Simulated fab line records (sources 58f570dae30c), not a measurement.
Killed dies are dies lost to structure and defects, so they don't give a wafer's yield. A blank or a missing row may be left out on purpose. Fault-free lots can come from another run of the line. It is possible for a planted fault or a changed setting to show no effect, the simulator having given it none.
Chamber matching ; flow berkeley cmos170 ; UCB170_M3_ETCH_17 on rie diel-04: 4 sister chambers
The step etches BARC in N2/H2. 18 wafers are shown with their chamber, then 9 later ones without.

EACH WAFER AND ITS CHAMBER
wafer;chamber;throttle valve pct (%);drypump motor current A (A);oes product au (a.u.)
L579.1;0;13.00;5.3;0.965
L579.5;3;12.91;6.3;1.011
L579.6;0;12.99;5.4;0.978
L584.1;3;12.92;6.3;1.021
L584.3;0;12.98;5.4;0.978
L584.4;2;13.54;5.8;0.980
L585.1;2;13.54;5.8;0.993
L585.4;1;13.05;5.9;0.985
L585.5;0;13.01;5.3;0.971
L588.2;3;12.91;6.3;1.022
L588.4;1;13.04;5.9;0.995
L588.5;1;13.06;5.9;0.989
L596.1;0;12.99;5.3;0.960
L596.2;1;13.05;5.9;1.000
L596.6;1;13.05;5.9;0.999
L595.1;1;13.05;5.9;0.992
L595.3;2;13.52;5.7;0.991
L595.4;3;12.90;6.3;1.001

SIGNATURES (averages over the wafers above)
reading;chamber 0;chamber 1;chamber 2;chamber 3;scatter within a chamber
throttle valve pct;12.9940;13.0500;13.5333;12.9100;0.00921
drypump motor current A;5.340;5.900;5.767;6.300;0.0365
oes product au;0.97040;0.99333;0.98800;1.01375;0.00761
Rule: distance of a wafer from a chamber = root of the sum over the readings of ((wafer's reading minus chamber's mean) / reading's scatter) squared. If the next closest chamber is less than 2 further off than the closest, the wafer can't be placed; otherwise it belongs to the closest. The scatter: take each reading less its chamber's mean, square it, sum over the shown wafers, divide by the number of wafers less the number of chambers, and take the root.

WAFERS WITH NO CHAMBER GIVEN
wafer;throttle valve pct (%);drypump motor current A (A);oes product au (a.u.)
L597.1;12.91;6.3;1.014
L597.2;13.52;5.8;0.991
L597.5;12.92;6.3;1.018
L598.3;13.05;5.9;0.985
L598.4;12.99;5.4;0.975
L598.6;13.05;5.9;0.997
L600.1;12.99;5.3;0.978
L600.2;12.92;6.3;1.003
L600.4;13.54;5.8;1.004

THE CHAMBER EACH PASSED THROUGH
wafer;from the rows above;in truth
L597.1;3;3
L597.2;2;2
L597.5;3;3
L598.3;1;1
L598.4;0;0
L598.6;1;1
L600.1;0;0
L600.2;3;3
L600.4;2;2
Placed correctly: 9 of 9. Number that these rows cannot place: 0. 0 placed wrongly.
